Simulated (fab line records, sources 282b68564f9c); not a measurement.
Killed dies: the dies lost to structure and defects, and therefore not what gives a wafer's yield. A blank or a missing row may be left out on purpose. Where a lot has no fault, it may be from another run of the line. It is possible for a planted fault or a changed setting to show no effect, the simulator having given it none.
The tool behind it: which one?    flow rit cmos    15 lots, 45 wafers sampled, at 2 steps of a route of 202

## WHAT THE GAUGES READ, wafer by wafer
RIT_SDANNEAL_RS_MEAS_07: a four-point-probe measurement.
lot   measured     on             NLDD_RS (ohm/sq)
L909  day 3 04:16  film metro-01  151.8 152.2 152.2
L910  day 3 07:04  film metro-01  151.8 151.7 151.0
L911  day 3 12:42  film metro-02  152.1 152.4 152.1
L912  day 3 18:46  film metro-03  150.8 151.3 151.6
L913  day 3 22:02  film metro-02  151.2 152.1 151.8
L914  day 4 05:16  film metro-02  157.6 158.7 157.5
L915  day 4 10:12  film metro-01  157.7 157.3 157.7
L916  day 4 15:36  film metro-01  157.8 158.0 157.5
L922  day 5 19:56  film metro-01  152.2 152.3 152.7
L923  day 6 00:35  film metro-02  151.1 151.4 151.2
L924  day 6 06:56  film metro-03  153.1 153.5 153.5
L925  day 6 12:16  film metro-03  150.0 150.8 150.3
L928  day 7 04:52  film metro-03  151.1 150.7 150.6
L930  day 7 11:16  film metro-01  152.1 151.3 152.4
L931  day 7 16:35  film metro-03  150.8 152.1 151.4

## WHICH TOOL RAN EACH LOT (tool, then ch and the chambers of the sampled wafers, then the start)
lot   RIT_NLDD_IMPLANT_08
L909  implanter-03 ch 0, day 2 19:35
L910  implanter-04 ch 0, day 2 22:52
L911  implanter-03 ch 0, day 3 03:37
L912  implanter-01 ch 0, day 3 10:23
L913  implanter-04 ch 0, day 3 13:42
L914  implanter-04 ch 0, day 3 20:22
L915  implanter-04 ch 0, day 4 00:46
L916  implanter-04 ch 0, day 4 04:59
L922  implanter-01 ch 0, day 5 11:53
L923  implanter-01 ch 0, day 5 16:23
L924  implanter-01 ch 0, day 5 22:23
L925  implanter-01 ch 0, day 6 04:02
L928  implanter-03 ch 0, day 6 20:49
L930  implanter-03 ch 0, day 7 03:14
L931  implanter-03 ch 0, day 7 08:33
- RIT_NLDD_IMPLANT_08

## AS READ BY THE TOOLS THEMSELVES (means over the sampled wafers that have a number; for cases with no such wafer, the mark the record gives instead)
RIT_NLDD_IMPLANT_08.
lot   tool          dose ions cm2  faraday current uA  tilt deg (degrees)
L909  implanter-03  5e+14          1570                7.244
L910  implanter-04  5e+14          1579                7.247
L911  implanter-03  5e+14          1580                7.264
L912  implanter-01  5e+14          1622                7.237
L913  implanter-04  5e+14          1556                7.237
L914  implanter-04  5e+14          1504                7.242
L915  implanter-04  5e+14          1470                7.257
L916  implanter-04  5e+14          1503                7.257
L922  implanter-01  5e+14          1566                7.231
L923  implanter-01  5e+14          1577                7.251
L924  implanter-01  5e+14          1547                7.244
L925  implanter-01  5e+14          1585                7.262
L928  implanter-03  5e+14          1561                7.250
L930  implanter-03  5e+14          1580                7.253
L931  implanter-03  5e+14          1584                7.247

## THE ANSWER, worked out from the rows above alone
Rule: what is usual is taken from the lots themselves. Put in order of their means at a reading, lots are off if they are a third of the lots or fewer, leave a main group of 4 or more, and stand apart from it by a gap of 3 or more times the standard deviation of the main group's means; of several such gaps the widest counts. A main group whose means are all the same, to the digits that the tables above print for the reading, isn't used. A lot without any number at a reading at which 4 lots or more have one is off too. The other lots that the step has rows for count as sound. First the gauges in route order, then the tools' own readings, where a lot's mean is used as printed above. The first step at which some lot is off is used, and at that step the reading that is off furthest; a lot without a number counts as furthest.
Off: L914, L915, L916, seen at RIT_SDANNEAL_RS_MEAS_07 (NLDD_RS). For the main group the mean is 151.7 ohm/sq and the standard deviation 0.75.
If a tool, at a process step before that reading, ran all the lots that are off and no sound lot after the first of them, it fits. The gauges at RIT_SDANNEAL_RS_MEAS_07 are tried like those tools. One fits: RIT_NLDD_IMPLANT_08 on implanter-04. A fault onset in the window from L913 (day 3 13:42, its last sound lot) to L914 (day 3 20:22, its first lot off) fits.

## WHAT WAS PUT IN BY THE SIMULATOR
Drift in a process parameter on implanter-04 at RIT_NLDD_IMPLANT_08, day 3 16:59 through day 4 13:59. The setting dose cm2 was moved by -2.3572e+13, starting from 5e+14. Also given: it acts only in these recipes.
Struck lots among those shown: L914, L915, L916. The rule above found the same.
